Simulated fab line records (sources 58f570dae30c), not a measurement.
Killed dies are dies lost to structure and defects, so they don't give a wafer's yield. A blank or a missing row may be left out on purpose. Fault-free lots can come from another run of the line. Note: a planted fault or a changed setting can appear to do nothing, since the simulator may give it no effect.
Which of the tools did it? | flow berkeleyCmos170 | 13 lots, 39 wafers sampled, at 3 steps of a route of 331

== WHAT THE GAUGES READ, wafer by wafer ==
UCB170_PLDD_CD_MEAS_06: target cd 1200 nm. Usual: cdNm at 1200.1 nm, with a standard deviation of 1.4.
lot  | measured     | on       | cdNm (nm)            | flag
L430 | day 6 13:28  | cdSem-01 | 1197.0 1198.3 1198.6 | 
L434 | day 7 12:07  | cdSem-02 | 1201.4 1200.7 1199.7 | 
L433 | day 7 12:31  | cdSem-02 | 1197.7 1199.1 1199.0 | 
L436 | day 8 04:49  | cdSem-02 | 1200.4 1200.0 1198.8 | 
L435 | day 8 05:14  | cdSem-01 | 1199.4 1197.5 1200.1 | 
L439 | day 8 11:18  | cdSem-01 | 1199.8 1200.2 1199.1 | 
L442 | day 8 14:16  | cdSem-01 | 1201.1 1200.9 1201.4 | 
L438 | day 8 15:24  | cdSem-02 | 1202.3 1201.4 1202.5 | 
L443 | day 8 23:35  | cdSem-02 | 1199.6 1199.8 1198.2 | 
L444 | day 9 00:04  | cdSem-01 | 1198.5 1199.8 1200.4 | 
L441 | day 9 00:47  | cdSem-01 | 1200.6 1201.4 1201.8 | 
L445 | day 9 14:45  | cdSem-01 | 1200.7 1201.6 1200.1 | 
L451 | day 10 13:14 | cdSem-01 | 1201.4 1200.1 1200.3 | 

UCB170_PLDD_OVL_MEAS_07. Usual: PLDD_OVL typically reads 0 nm, with standard deviation 4.9.
lot  | measured     | on         | PLDD_OVL (nm) | flag
L430 | day 6 13:35  | overlay-01 | -11 -1 -3     | 
L434 | day 7 12:14  | overlay-02 | -10 -13 -8    | 
L433 | day 7 12:37  | overlay-02 | -1 2 4        | 
L436 | day 8 04:56  | overlay-01 | -1 -1 -5      | 
L435 | day 8 05:21  | overlay-02 | 2 3 0         | 
L439 | day 8 11:25  | overlay-02 | 9 1 1         | 
L442 | day 8 14:23  | overlay-02 | -5 -1 4       | 
L438 | day 8 15:30  | overlay-02 | 6 0 0         | 
L443 | day 8 23:41  | overlay-02 | 2 6 3         | 
L444 | day 9 00:10  | overlay-01 | -1 -5 -3      | 
L441 | day 9 00:53  | overlay-01 | -4 -8 -2      | 
L445 | day 9 14:52  | overlay-01 | -3 2 -2       | 
L451 | day 10 13:21 | overlay-02 | -1 -2 4       | 

UCB170_SILICIDE_RS_MEAS_02: measures by four-point-probe. Usual: SILICIDE_TI_RS typically reads 26.2 ohm/sq, with standard deviation 0.44.
lot  | measured     | on           | SILICIDE_TI_RS (ohm/sq) | flag
L430 | day 7 01:08  | filmMetro-03 | 25.5 26.1 25.2          | 
L434 | day 8 00:50  | filmMetro-04 | 27.0 26.1 27.3          | 
L433 | day 8 01:49  | filmMetro-04 | 26.6 26.1 25.6          | 
L436 | day 8 18:25  | filmMetro-04 | 25.9 25.2 25.7          | 
L435 | day 8 21:11  | filmMetro-04 | 26.8 26.2 26.0          | 
L439 | day 9 01:43  | filmMetro-03 | 25.9 26.4 26.3          | 
L442 | day 9 03:38  | filmMetro-03 | 25.8 25.7 26.7          | 
L438 | day 9 03:11  | filmMetro-03 | 26.3 26.2 25.8          | 
L443 | day 9 12:56  | filmMetro-04 | 25.9 26.5 26.5          | 
L444 | day 9 13:23  | filmMetro-04 | 26.1 25.9 26.1          | 
L441 | day 9 13:13  | filmMetro-03 | 26.2 26.3 26.3          | 
L445 | day 10 07:59 | filmMetro-01 | 25.9 26.1 26.9          | 
L451 | day 11 03:20 | filmMetro-03 | 25.8 26.0 26.0          | 

== EACH LOT AND THE TOOL THAT RAN IT (in order: tool; ch and the chambers of the sampled wafers; start) ==
No process step before these readings appears in the record.

== WHAT THE TOOLS THEMSELVES READ (means of the sampled wafers that have a number; where no wafer has one, the mark that the record gives instead) ==
The record holds no such reading with a usual standard deviation.

== THE ANSWER, worked out from the rows above alone ==
Rule: take the mean of a lot's wafers that have a number; if it is more than 3 standard deviations from the usual mean, the lot is off. Also off: a lot with no number at a reading for which 4 or more lots have one. Any other lot the step has rows for is counted as sound. After the gauges, taken in route order, come the tools' own readings; for these a lot's mean is taken, as printed above. At the first step where some lot is off, the reading lying furthest off is the one used; lots without a number count as furthest.
Nothing can be told from this: no lot is off at any reading shown.

== WHAT THE SIMULATOR PUT IN ==
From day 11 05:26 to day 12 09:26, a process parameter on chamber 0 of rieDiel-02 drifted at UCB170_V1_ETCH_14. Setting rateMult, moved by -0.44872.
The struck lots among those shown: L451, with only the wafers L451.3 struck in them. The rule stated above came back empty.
